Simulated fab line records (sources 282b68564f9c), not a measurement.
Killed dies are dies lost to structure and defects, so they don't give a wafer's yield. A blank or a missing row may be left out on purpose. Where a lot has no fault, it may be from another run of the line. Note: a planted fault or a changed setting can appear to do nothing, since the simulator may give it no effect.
Matching of chambers    flow rit-cmos    rie-si-01 running RIT_GATE_ETCH_19: 4 sister chambers
The step etches poly-Si in SF6/CHF3/O2, stops on SiO2, time 165 s, target depth 312.5 nm. 14 wafers are shown with their chamber, then 6 later ones without.

## WAFERS PAIRED WITH THEIR CHAMBERS
wafer   chamber  he-backside-leak-sccm (sccm)  throttle-valve-pct (%)  oes-product-au (a.u.)
L891.2  1        2.5                           10.27                   0.834
L891.4  2        2.6                           10.30                   0.820
L891.6  3        2.4                           10.15                   0.840
L893.1  0        3.5                           10.24                   0.836
L893.2  1        2.5                           10.27                   0.834
L893.4  2        2.7                           10.28                   0.817
L895.2  0        3.4                           10.26                   0.832
L895.6  3        2.4                           10.17                   0.857
L902.1  0        3.3                           10.25                   0.824
L902.2  2        2.6                           10.29                   0.824
L902.3  1        2.5                           10.26                   0.849
L907.4  1        2.4                           10.26                   0.838
L907.5  2        2.6                           10.30                   0.807
L907.6  1        2.5                           10.27                   0.832

SIGNATURES, as means of the wafers listed above
reading                chamber 0  chamber 1  chamber 2  chamber 3  scatter within a chamber
he-backside-leak-sccm  3.400      2.480      2.625      2.400      0.0596
throttle-valve-pct     10.2500    10.2660    10.2925    10.1600    0.00892
oes-product-au         0.83067    0.83740    0.81700    0.84850    0.00751
Rule: distance of a wafer from a chamber = root of the sum over the readings of ((wafer's reading minus chamber's mean) / reading's scatter) squared. The wafer belongs to the nearest chamber; if the next one is less than 2 further off, it can't be placed. The scatter: the root of (the sum of the squares of (reading less its chamber's mean) over the shown wafers, divided by (wafers less chambers)).

## WAFERS WITHOUT THEIR CHAMBER
wafer   he-backside-leak-sccm (sccm)  throttle-valve-pct (%)  oes-product-au (a.u.)
L909.2  2.4                           10.16                   0.860
L909.3  3.3                           10.24                   0.828
L909.5  3.4                           10.25                   0.824
L911.1  2.5                           10.16                   0.856
L911.3  2.4                           10.30                   0.827
L911.5  2.4                           10.29                   0.828

## EACH ONE'S CHAMBER
wafer   from the rows above      in truth
L909.2  3                        3
L909.3  0                        0
L909.5  0                        0
L911.1  3                        3
L911.3  can't be placed: 2 or 1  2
L911.5  can't be placed: 1 or 2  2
4 of 6 placed correctly. Cannot be placed on the basis of these rows: 2; the candidates contain the true chamber in 2. Placed wrongly: 0.
